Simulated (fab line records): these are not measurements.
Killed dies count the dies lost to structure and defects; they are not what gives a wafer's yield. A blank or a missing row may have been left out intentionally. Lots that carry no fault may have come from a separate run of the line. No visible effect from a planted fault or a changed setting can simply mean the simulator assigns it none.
fab line records	flow berkeley_cmos170	part 1 of 2: steps 1 to 30 of 43
[record] lots = 5	wafers = 15	last_day = 12
route steps=331 shown ZERO@13 NWELL@14 PWELL@34 WELLDRIVE@55
lots that met no fault: from a run of the same line without faults
start_h: the number of hours between the record's first day and the start of the first shown wafer of the lot	wait_h: hours since the lot's step before	" identical to the entry in the row above	L1.1+2: one row covering several wafers at once	- either no value or no given start	* or withheld: withheld	< > ~ a bound
route shown NAME@n: names a module that has steps shown in the file, with the first one's number in the route	usual: mean/standard deviation taken from wafers without a fault	same: alike in all rows	chamber/n: place in a boat	sites: readings site by site	_std_site: the standard deviation of these	_edge_site: the outer-site mean with the inner-site mean subtracted	radius_mm: for every site, how far away it sits from the centre of the wafer	mask NAME#n: copy n	behind: tool/chamber where the wafer was last shaped	hold: the reason the lot was held/the length of the hold in hours/how it ended	device: the transistor (n, p or np) that didn't switch	end of line: tests run on the same wafers once the route is complete	step lacking rows: just its recipe	killed: dies lost to structure and defects at the first sort, not the wafer's yield	map: the dies of a wafer, with x for killed, . for not killed, _ for no die there
set.NAME: the setting the step ran with; set.NAME@STEP: the setting that earlier step ran with	model.NAME: the simulator's own value behind a step, which no gauge read
lots at selected steps of the route; one table per step, one row per wafer
services: a tool's chamber out of use, with start hour (start_h, from the record's first day; less than 0 if before it), hours out, and reason
[[steps]]
[step UCB170_ZERO_STRIP_07]
[recipe] chemistry = O2	power_w = 400	pressure_mtorr = 3500	platen_temp_c = withheld	o2_flow_sccm = 400	overash_fraction = 0.5
[usual] drypump_motor_current_A = 5.6/0.3	oes_product_au = 0.727/0.0047	strip_time_to_endpoint_s = 21.54/0.055
lot.wafer	tool	chamber	start_h	wait_h	drypump_motor_current_A	oes_product_au	rf_hours_counter_h	strip_time_to_endpoint_s
L079.2	plasma_asher-04	0	53.70	0.0	5.3	0.735	24	21.54
L079.5	"	1	"	"	5.5	0.725	-	21.60
L079.6	"	0	"	"	5.3	0.720	-	21.57
L083.1	plasma_asher-02	1	73.74	0.0	6.1	0.731	35	21.55
L083.2	"	0	"	"	5.9	0.731	35	21.64
L083.4	"	1	"	"	6.1	0.724	-	21.58
L086.2	plasma_asher-01	0	91.49	0.0	5.3	0.735	34	21.54
L086.4	"	1	"	"	5.7	0.725	-	21.61
L086.5	"	0	"	"	5.2	0.721	-	21.58
L088.2	plasma_asher-01	1	102.30	0.0	5.7	0.724	34	21.51
L088.3	"	0	"	"	5.3	0.723	-	21.54
L088.6	"	1	"	"	5.7	0.732	-	21.52
L093.2	plasma_asher-04	1	113.98	0.0	5.5	0.722	29	21.50
L093.4	"	1	"	"	5.5	0.739	-	21.52
L093.6	"	1	"	"	5.5	0.718	-	21.55
[step UCB170_NWELL_WET_ETCH_00]
[recipe] chemistry = dHF	dilution = 25:1	target = SiO2	temp_c = 25	time_s = 200
lot.wafer	tool	chamber	start_h	wait_h
L079.2+5+6	wet_bench-04	3	54.57	0.8
L083.1+2+4	wet_bench-02	3	73.84	0.1
L086.2+4+5	wet_bench-01	3	91.59	0.1
L088.2+3+6	wet_bench-02	0	102.40	0.1
L093.2+4+6	wet_bench-04	2	114.08	0.1
[step UCB170_NWELL_OXIDATION_01]
[recipe] temp_c = 1000	ambient = O2	target_thk_a = 264	ox_time_s = 1260
[usual] spike_tc_load_C = 1028/3.4	spike_tc_source_C = 1023.6/1.2
lot.wafer	tool	chamber	start_h	wait_h	spike_tc_load_C	spike_tc_source_C
L079.2	furnace-04	0	60.03	5.4	1026	1022.3
L079.5	"	0	"	"	1024	1022.4
L079.6	"	0	"	"	1026	1024.3
L083.1	furnace-04	0	86.60	12.7	1026	1022.2
L083.2	"	0	"	"	1027	1022.7
L083.4	"	0	"	"	1025	1025.5
L086.2	furnace-04	0	100.45	8.8	1025	1023.6
L086.4	"	0	"	"	1025	1023.5
L086.5	"	0	"	"	1027	1022.1
L088.2	furnace-04	0	106.55	4.1	1025	1023.6
L088.3	"	0	"	"	1025	1022.9
L088.6	"	0	"	"	1024	1023.0
L093.2	furnace-01	0	117.31	3.2	1027	1027.1
L093.4	"	0	"	"	1027	1024.6
L093.6	"	0	"	"	1028	1024.0
[step UCB170_NWELL_THK_MEAS_02]
[recipe] reads = SiO2_of_NWELL_OXIDATION_01
[usual] NWELL_OXIDE_THK = 26.2/0.44
lot.wafer	tool	chamber	start_h	wait_h	NWELL_OXIDE_THK[nm]
L079.2	film_metro-03	-	61.39	0.0	26.5
L079.5	"	-	"	"	26.4
L079.6	"	-	"	"	27.1
L083.1	film_metro-04	-	87.95	0.0	26.4
L083.2	"	-	"	"	26.7
L083.4	"	-	"	"	26.0
L086.2	film_metro-03	-	101.81	0.0	25.7
L086.4	"	-	"	"	25.7
L086.5	"	-	"	"	25.7
L088.2	film_metro-03	-	107.93	0.0	26.4
L088.3	"	-	"	"	26.1
L088.6	"	-	"	"	25.8
L093.2	film_metro-04	-	118.67	0.0	26.5
L093.4	"	-	"	"	26.4
L093.6	"	-	"	"	26.8
[step UCB170_NWELL_ANNEAL_03]
[recipe] temp_c = 1000	time_s = 900	ambient = N2
[usual] spike_tc_load_C = 1028.5/3	spike_tc_source_C = 1024.0/1.1
lot.wafer	tool	chamber	start_h	wait_h	spike_tc_load_C	spike_tc_source_C
L079.2	furnace-04	0	67.88	6.5	1025.5	1024.1
L079.5	"	0	"	"	1024.5	1024.0
L079.6	"	0	"	"	1027.5	1023.2
L083.1	furnace-04	0	97.70	9.7	1025.0	1023.0
L083.2	"	0	"	"	1025.7	1026.5
L083.4	"	0	"	"	1025.1	1024.4
L086.2	furnace-01	0	106.28	4.5	1029.5	1023.3
L086.4	"	0	"	"	1027.5	1024.0
L086.5	"	0	"	"	1027.1	1024.9
L088.2	furnace-02	0	110.82	2.9	1032.2	1023.4
L088.3	"	0	"	"	1031.3	1023.3
L088.6	"	0	"	"	1031.5	1024.9
L093.2	furnace-01	0	121.16	2.5	1029.1	1026.2
L093.4	"	0	"	"	1027.1	1025.2
L093.6	"	0	"	"	1027.5	1023.9
[step UCB170_NWELL_CVD_04]
[recipe] material = Si3N4	target_thk_nm = 224	temp_c = 800	precursor = SiH2Cl2/NH3	time_s = 3360	pressure_mtorr = 200	sih2cl2_flow_sccm = 25	nh3_flow_sccm = 75
[usual] spike_tc_load_C = 826/3.1	spike_tc_source_C = 823.8/1.1
lot.wafer	tool	chamber	start_h	wait_h	spike_tc_load_C	spike_tc_source_C
L079.2	lpcvd-02	0	69.29	0.2	824	822.1
L079.5	"	0	"	"	824	824.6
L079.6	"	0	"	"	823	824.7
L083.1	lpcvd-01	1	99.02	0.1	827	823.5
L083.2	"	1	"	"	827	823.2
L083.4	"	1	"	"	826	822.5
L086.2	lpcvd-02	1	107.53	0.0	828	823.1
L086.4	"	1	"	"	830	824.0
L086.5	"	1	"	"	829	825.4
L088.2	lpcvd-01	0	112.07	0.0	823	823.8
L088.3	"	0	"	"	821	825.6
L088.6	"	0	"	"	824	825.5
L093.2	lpcvd-01	1	124.82	2.4	827	823.1
L093.4	"	1	"	"	825	823.7
L093.6	"	1	"	"	826	822.7
[step UCB170_NWELL_THK_MEAS_05]
[recipe] reads = Si3N4_of_NWELL_CVD_04
[usual] NWELL_NITRIDE_THK = 224.3/2.5
lot.wafer	tool	chamber	start_h	wait_h	NWELL_NITRIDE_THK[nm]
L079.2	film_metro-04	-	71.23	0.0	224.4
L079.5	"	-	"	"	226.2
L079.6	"	-	"	"	223.2
L083.1	film_metro-01	-	100.96	0.0	224.8
L083.2	"	-	"	"	225.0
L083.4	"	-	"	"	223.7
L086.2	film_metro-03	-	109.47	0.0	225.3
L086.4	"	-	"	"	224.5
L086.5	"	-	"	"	223.9
L088.2	film_metro-01	-	114.07	0.1	228.3
L088.3	"	-	"	"	229.8
L088.6	"	-	"	"	229.7
L093.2	film_metro-03	-	126.76	0.0	226.6
L093.4	"	-	"	"	228.4
L093.6	"	-	"	"	226.0
[step UCB170_NWELL_HMDS_06]
[recipe] prime_time_s = 60	prime_temp_c = 100
lot.wafer	tool	chamber	start_h	wait_h
L079.2+5+6	litho_track-03	0	71.32	0.1
L083.1+2+4	litho_track-02	0	101.33	0.4
L086.2+4+5	litho_track-03	0	109.55	0.1
L088.2+3+6	litho_track-03	0	114.72	0.6
L093.2+4+6	litho_track-02	0	126.84	0.1
[step UCB170_NWELL_COAT_07]
[recipe] resist = KrF	spin_rpm = 1500	resist_thk_nm = 900
lot.wafer	tool	chamber	start_h	wait_h
L079.2+5+6	litho_track-03	0	71.47	0.1
L083.1+2+4	litho_track-02	0	101.48	0.1
L086.2+4+5	litho_track-03	0	109.70	0.1
L088.2+3+6	litho_track-03	0	114.87	0.1
L093.2+4+6	litho_track-02	0	126.99	0.1
[step UCB170_NWELL_SOFTBAKE_08]
[recipe] resist = KrF	temp_c = 130	time_s = 60
lot.wafer	tool	chamber	start_h	wait_h
L079.2+5+6	litho_track-03	0	71.62	0.1
L083.1+2+4	litho_track-02	0	101.63	0.1
L086.2+4+5	litho_track-03	0	109.85	0.1
L088.2+3+6	litho_track-03	0	115.02	0.1
L093.2+4+6	litho_track-02	0	127.14	0.1
[step UCB170_NWELL_EXPOSE_09]
[recipe] mask_id = NWELL	target_cd_nm = 3000	na = 0.5	sigma_outer = 0.6	source_shape = conventional	dose_mj = 25
[same] sigma_outer = 0.6
lot.wafer	tool	chamber	start_h	wait_h	mask
L079.2+5+6	krf_scanner-01	0	71.76	0.1	NWELL#0
L083.1+2+4	krf_scanner-02	0	101.91	0.2	NWELL#0
L086.2+4+5	krf_scanner-01	0	110.23	0.4	NWELL#0
L088.2+3+6	krf_scanner-02	0	115.29	0.2	NWELL#0
L093.2+4+6	krf_scanner-02	0	127.28	0.1	NWELL#0
[step UCB170_NWELL_PEB_10]
[recipe] peb_temp_c = 130	peb_time_s = withheld	resist = KrF
lot.wafer	tool	chamber	start_h	wait_h
L079.2+5+6	litho_track-03	0	72.09	0.3
L083.1+2+4	litho_track-02	0	102.06	0.1
L086.2+4+5	litho_track-02	0	110.35	0.1
L088.2+3+6	litho_track-04	0	115.79	0.5
L093.2+4+6	litho_track-03	0	127.40	0.1
[step UCB170_NWELL_DEVELOP_11]
[recipe] developer = TMAH	develop_time_s = 45	resist = KrF	dev_temp_c = 21
lot.wafer	tool	chamber	start_h	wait_h
L079.2+5+6	litho_track-03	0	-	-
L083.1+2+4	litho_track-02	0	-	-
L086.2+4+5	litho_track-02	0	-	-
L088.2+3+6	litho_track-04	0	-	-
L093.2+4+6	litho_track-03	0	-	-
[step UCB170_NWELL_OVL_MEAS_12]
[usual] NWELL_OVL = -1/5.8
lot.wafer	tool	chamber	start_h	wait_h	NWELL_OVL[nm]
L079.2	overlay-01	-	72.34	-	-2
L079.5	"	-	"	"	-3
L079.6	"	-	"	"	-6
L083.1	overlay-01	-	102.33	-	-8
L083.2	"	-	"	"	-11
L083.4	"	-	"	"	-4
L086.2	overlay-01	-	110.61	-	-1
L086.4	"	-	"	"	5
L086.5	"	-	"	"	-1
L088.2	overlay-02	-	116.05	-	0
L088.3	"	-	"	"	3
L088.6	"	-	"	"	-3
L093.2	overlay-02	-	127.66	-	-3
L093.4	"	-	"	"	-2
L093.6	"	-	"	"	-3
[step UCB170_NWELL_ETCH_13]
[recipe] chemistry = CH3F/Ar/O2	target = Si3N4	stop_on = SiO2	CH3F_flow_sccm = 20	Ar_flow_sccm = 50	O2_flow_sccm = 7	pressure_mtorr = 50	rf_w = 450	target_depth_a = 2464	over_etch_frac = 0.1	time_s = 154
[usual] drypump_motor_current_A = 5.7/0.55	oes_product_au = 0.940/0.018	throttle_valve_pct = 8.06/0.14
lot.wafer	tool	chamber	start_h	wait_h	drypump_motor_current_A	oes_product_au	rf_hours_counter_h	throttle_valve_pct
L079.2	rie_diel-03	1	72.37	0.0	6.4	0.945	10	8.06
L079.5	"	3	"	"	6.7	0.941	-	8.23
L079.6	"	0	"	"	5.4	0.950	-	8.09
L083.1	rie_diel-02	3	102.37	0.0	5.7	0.937	159	7.87
L083.2	"	0	"	"	4.7	0.972	13	7.85
L083.4	"	2	"	"	5.5	0.918	12	8.23
L086.2	rie_diel-01	1	110.64	0.0	5.8	0.958	22	8.29
L086.4	"	1	"	"	5.8	0.952	-	8.28
L086.5	"	0	"	"	5.5	0.927	-	8.06
L088.2	rie_diel-02	2	116.08	0.0	5.5	0.923	12	8.23
L088.3	"	0	"	"	4.8	0.988	14	7.85
L088.6	"	3	"	"	5.7	0.948	-	7.85
L093.2	rie_diel-03	2	127.69	0.0	5.0	0.938	114	8.01
L093.4	"	0	"	"	5.4	0.966	87	8.09
L093.6	"	0	"	"	5.4	0.957	-	8.07
[step UCB170_NWELL_IMPLANT_14]
[recipe] species = P	dose_cm2 = 1e+13	energy_kev = 150	tilt_deg = 7
lot.wafer	tool	chamber	start_h	wait_h
L079.2+5+6	implanter-02	0	72.50	0.1
L083.1+2+4	implanter-02	0	102.47	0.1
L086.2+4+5	implanter-03	0	110.77	0.1
L088.2+3+6	implanter-03	0	116.20	0.1
L093.2+4+6	implanter-03	0	127.82	0.1
[step UCB170_NWELL_STRIP_15]
[recipe] chemistry = O2	power_w = 400	pressure_mtorr = 3500	platen_temp_c = withheld	o2_flow_sccm = 400	overash_fraction = 0.5
[usual] drypump_motor_current_A = 5.8/0.36	oes_product_au = 0.721/0.0046	strip_time_to_endpoint_s = 18.06/0.077
lot.wafer	tool	chamber	start_h	wait_h	drypump_motor_current_A	oes_product_au	rf_hours_counter_h	strip_time_to_endpoint_s
L079.2	plasma_asher-03	0	72.62	0.1	6.3	0.721	32	18.19
L079.5	"	1	"	"	5.6	0.716	-	18.18
L079.6	"	0	"	"	6.3	0.722	-	18.21
L083.1	plasma_asher-03	0	102.62	0.1	6.3	0.721	34	18.04
L083.2	"	1	"	"	5.6	0.734	34	18.06
L083.4	"	0	"	"	6.2	0.719	-	18.03
L086.2	plasma_asher-03	1	110.89	0.1	5.6	0.727	35	18.04
L086.4	"	0	"	"	6.3	0.719	-	18.12
L086.5	"	0	"	"	6.3	0.726	-	18.11
L088.2	plasma_asher-03	0	116.33	0.1	6.3	0.717	36	17.98
L088.3	"	0	"	"	6.3	0.724	-	17.91
L088.6	"	0	"	"	6.2	0.718	-	17.99
L093.2	plasma_asher-03	0	127.94	0.1	6.3	0.712	38	17.92
L093.4	"	1	"	"	5.6	0.723	-	18.10
L093.6	"	0	"	"	6.3	0.716	-	18.01
[step UCB170_NWELL_TW_MEAS_16]
[usual] NWELL_TW = 1264/22
lot.wafer	tool	chamber	start_h	wait_h	NWELL_TW
L079.2	film_metro-03	-	72.73	0.1	1252
L079.5	"	-	"	"	1251
L079.6	"	-	"	"	1248
L083.1	film_metro-03	-	102.72	0.1	1253
L083.2	"	-	"	"	1253
L083.4	"	-	"	"	1250
L086.2	film_metro-01	-	111.00	0.1	1232
L086.4	"	-	"	"	1232
L086.5	"	-	"	"	1231
L088.2	film_metro-01	-	116.44	0.1	1237
L088.3	"	-	"	"	1235
L088.6	"	-	"	"	1236
L093.2	film_metro-04	-	128.05	0.1	1279
L093.4	"	-	"	"	1287
L093.6	"	-	"	"	1284
[step UCB170_NWELL_CLEAN_17]
[recipe] chemistry = SPM	temp_c = 120	time_s = 600
lot.wafer	tool	chamber	start_h	wait_h
L079.2+5+6	wet_bench-01	0	72.78	0.0
L083.1+2+4	wet_bench-01	2	102.78	0.1
L086.2+4+5	wet_bench-02	0	111.06	0.1
L088.2+3+6	wet_bench-02	2	116.49	0.0
L093.2+4+6	wet_bench-02	3	128.54	0.5
[step UCB170_NWELL_WET_ETCH_18]
[recipe] chemistry = H3PO4	target = Si3N4	temp_c = 160	time_s = 14400
lot.wafer	tool	chamber	start_h	wait_h
L079.2+5+6	wet_bench-04	2	72.96	0.0
L083.1+2+4	wet_bench-04	3	102.96	0.0
L086.2+4+5	wet_bench-02	0	111.24	0.0
L088.2+3+6	wet_bench-02	2	116.66	0.0
L093.2+4+6	wet_bench-02	0	128.89	0.2
[step UCB170_NWELL_WET_ETCH_19]
[recipe] chemistry = BOE	dilution = 5:1	target = SiO2	temp_c = 25	time_s = 22
lot.wafer	tool	chamber	start_h	wait_h
L079.2+5+6	wet_bench-02	1	76.97	0.0
L083.1+2+4	wet_bench-04	3	107.14	0.2
L086.2+4+5	wet_bench-04	0	115.25	0.0
L088.2+3+6	wet_bench-01	3	120.67	0.0
L093.2+4+6	wet_bench-02	2	133.09	0.2
[step UCB170_PWELL_CLEAN_00]
[recipe] chemistry = SPM	temp_c = 120	time_s = 600
lot.wafer	tool	chamber	start_h	wait_h
L079.2+5+6	wet_bench-04	2	76.98	0.0
L083.1+2+4	wet_bench-01	2	110.11	3.0
L086.2+4+5	wet_bench-02	1	115.26	0.0
L088.2+3+6	wet_bench-02	3	120.69	0.0
L093.2+4+6	wet_bench-02	0	133.63	0.5
[step UCB170_PWELL_CLEAN_01]
[recipe] chemistry = dHF	dilution = 25:1	time_s = 60
lot.wafer	tool	chamber	start_h	wait_h
L079.2+5+6	wet_bench-02	0	77.16	0.0
L083.1+2+4	wet_bench-01	3	110.72	0.4
L086.2+4+5	wet_bench-01	0	115.44	0.0
L088.2+3+6	wet_bench-04	2	120.86	0.0
L093.2+4+6	wet_bench-02	3	134.15	0.3
[step UCB170_PWELL_OXIDATION_02]
[recipe] temp_c = 1000	ambient = O2	target_thk_a = 264	ox_time_s = 1260
[usual] spike_tc_load_C = 1029/3.6	spike_tc_source_C = 1023.6/1.1
lot.wafer	tool	chamber	start_h	wait_h	spike_tc_load_C	spike_tc_source_C
L079.2	furnace-02	0	91.85	14.7	1031	1022.2
L079.5	"	0	"	"	1033	1022.8
L079.6	"	0	"	"	1032	1023.1
L083.1	furnace-01	0	114.61	3.9	1030	1025.1
L083.2	"	0	"	"	1027	1026.5
L083.4	"	0	"	"	1028	1024.1
L086.2	furnace-04	0	119.65	4.2	1024	1025.2
L086.4	"	0	"	"	1025	1022.6
L086.5	"	0	"	"	1025	1023.5
L088.2	furnace-02	0	123.75	2.9	1034	1024.2
L088.3	"	0	"	"	1034	1023.3
L088.6	"	0	"	"	1033	1023.7
L093.2	furnace-04	0	137.87	3.7	1026	1024.0
L093.4	"	0	"	"	1025	1023.9
L093.6	"	0	"	"	1025	1021.0
[step UCB170_PWELL_THK_MEAS_03]
[recipe] reads = SiO2_of_PWELL_OXIDATION_02
[usual] PWELL_OXIDE_THK = 26.3/0.47
lot.wafer	tool	chamber	start_h	wait_h	PWELL_OXIDE_THK[nm]
L079.2	film_metro-04	-	93.21	0.0	26.6
L079.5	"	-	"	"	26.4
L079.6	"	-	"	"	26.6
L083.1	film_metro-02	-	115.96	0.0	26.2
L083.2	"	-	"	"	26.4
L083.4	"	-	"	"	26.4
L086.2	film_metro-02	-	121.01	0.0	25.2
L086.4	"	-	"	"	25.5
L086.5	"	-	"	"	25.7
L088.2	film_metro-01	-	125.13	0.0	26.8
L088.3	"	-	"	"	26.9
L088.6	"	-	"	"	27.0
L093.2	film_metro-01	-	139.23	0.0	27.2
L093.4	"	-	"	"	26.6
L093.6	"	-	"	"	26.9
[step UCB170_PWELL_ANNEAL_04]
[recipe] temp_c = 1000	time_s = 900	ambient = N2
[usual] spike_tc_load_C = 1028.5/2.8	spike_tc_source_C = 1024.0/1.2
lot.wafer	tool	chamber	start_h	wait_h	spike_tc_load_C	spike_tc_source_C
L079.2	furnace-01	0	100.78	7.6	1026.8	1025.1
L079.5	"	0	"	"	1028.0	1026.5
L079.6	"	0	"	"	1029.3	1023.6
L083.1	furnace-01	0	119.91	3.9	1028.7	1023.8
L083.2	"	0	"	"	1029.0	1025.8
L083.4	"	0	"	"	1028.8	1024.9
L086.2	furnace-01	0	125.24	4.2	1030.4	1024.8
L086.4	"	0	"	"	1026.1	1025.7
L086.5	"	0	"	"	1031.7	1024.3
L088.2	furnace-01	0	125.24	0.1	1026.7	1023.2
L088.3	"	0	"	"	1028.2	1025.3
L088.6	"	0	"	"	1029.3	1024.2
L093.2	furnace-02	0	142.98	3.7	1033.0	1023.2
L093.4	"	0	"	"	1034.0	1023.2
L093.6	"	0	"	"	1031.6	1021.6
[step UCB170_PWELL_CVD_05]
[recipe] material = Si3N4	target_thk_nm = 220	temp_c = 800	precursor = SiH2Cl2/NH3	time_s = 3159	pressure_mtorr = 200	sih2cl2_flow_sccm = 25	nh3_flow_sccm = 75
[usual] spike_tc_load_C = 825.0/2.8	spike_tc_source_C = 824.0/1.1
lot.wafer	tool	chamber	start_h	wait_h	spike_tc_load_C	spike_tc_source_C
L079.2	lpcvd-02	1	102.03	0.0	828.3	823.3
L079.5	"	1	"	"	830.6	822.4
L079.6	"	1	"	"	830.6	824.4
L083.1	lpcvd-01	1	122.90	1.7	826.4	823.3
L083.2	"	1	"	"	827.3	823.9
L083.4	"	1	"	"	826.3	822.6
L086.2	lpcvd-02	0	126.49	0.0	823.4	825.0
L086.4	"	0	"	"	823.6	825.7
L086.5	"	0	"	"	822.4	823.8
L088.2	lpcvd-02	0	126.49	0.0	825.0	826.5
L088.3	"	0	"	"	825.2	825.5
L088.6	"	0	"	"	822.2	825.2
L093.2	lpcvd-02	1	144.23	0.0	828.8	822.4
L093.4	"	1	"	"	827.8	825.4
L093.6	"	1	"	"	828.9	824.4
[step UCB170_PWELL_THK_MEAS_06]
[recipe] reads = Si3N4_of_PWELL_CVD_05
[usual] PWELL_NITRIDE_THK = 209.7/2.5
lot.wafer	tool	chamber	start_h	wait_h	PWELL_NITRIDE_THK[nm]
L079.2	film_metro-02	-	103.95	0.0	206.1
L079.5	"	-	"	"	207.9
L079.6	"	-	"	"	205.9
L083.1	film_metro-04	-	124.82	0.0	210.5
L083.2	"	-	"	"	213.3
L083.4	"	-	"	"	211.7
L086.2	film_metro-04	-	128.42	0.0	207.6
L086.4	"	-	"	"	209.3
L086.5	"	-	"	"	208.9
L088.2	film_metro-02	-	128.42	0.0	210.4
L088.3	"	-	"	"	207.7
L088.6	"	-	"	"	207.9
L093.2	film_metro-04	-	146.16	0.0	209.4
L093.4	"	-	"	"	209.6
L093.6	"	-	"	"	209.7
[step UCB170_PWELL_HMDS_07]
[recipe] prime_time_s = 60	prime_temp_c = 100
lot.wafer	tool	chamber	start_h	wait_h
L079.2+5+6	litho_track-02	0	104.16	0.2
L083.1+2+4	litho_track-02	0	124.88	0.1
L088.2+3+6	litho_track-03	0	128.73	0.3
L086.2+4+5	litho_track-02	0	128.99	0.6
L093.2+4+6	litho_track-03	0	146.31	0.1
[step UCB170_PWELL_COAT_08]
[recipe] resist = KrF	spin_rpm = 1500	resist_thk_nm = 900
lot.wafer	tool	chamber	start_h	wait_h
L079.2+5+6	litho_track-02	0	104.31	0.1
L083.1+2+4	litho_track-02	0	125.03	0.1
L088.2+3+6	litho_track-03	0	128.88	0.1
L086.2+4+5	litho_track-02	0	129.14	0.1
L093.2+4+6	litho_track-03	0	146.46	0.1
